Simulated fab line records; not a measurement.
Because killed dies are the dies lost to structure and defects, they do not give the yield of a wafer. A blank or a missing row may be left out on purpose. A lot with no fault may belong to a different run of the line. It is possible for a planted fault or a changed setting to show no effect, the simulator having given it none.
Chamber matching    flow berkeley-cmos170    cmp-02 running UCB170_V1_CMP_02: 4 sister chambers
The step polishes SiO2. 4 wafers are shown with their chamber, then 7 later ones without.

== EACH WAFER AND ITS CHAMBER ==
wafer   chamber  motor-current-A (A)
L833.2  0        14.4
L833.6  3        16.5
L834.3  1        16.6
L834.4  2        15.5

== WAFERS MISSING THEIR CHAMBER ==
wafer   motor-current-A (A)
L834.5  16.4
L835.1  15.2
L835.2  14.9
L835.6  14.5
L836.1  15.7
L836.4  14.7
L836.5  15.9

== THE CHAMBER EACH PASSED THROUGH ==
wafer   from the rows above           in truth
L834.5  can't be placed: 3 or 1       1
L835.1  can't be placed: 2 or 0       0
L835.2  can't be placed: 0 or 2       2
L835.6  0                             0
L836.1  can't be placed: 2 or 3       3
L836.4  can't be placed: 0 or 2       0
L836.5  can't be placed: 2 or 3 or 1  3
1 of 7 placed correctly. Can't be placed from these rows: 6 (the true chamber is among the candidates in 6). Placed wrongly: 0.
How it was worked out, from the rows above alone: a wafer's distance from a chamber is the root of the sum, over the readings, of the square of ((its reading less the chamber's mean) divided by the reading's scatter). The wafer belongs to the nearest chamber; if the next one is less than 2 further off, it can't be placed. Each chamber's mean is taken over the wafers shown for it. The scatter: with one shown wafer a chamber, the root of the mean of the squares of how far each hidden wafer lies from its nearest shown one.
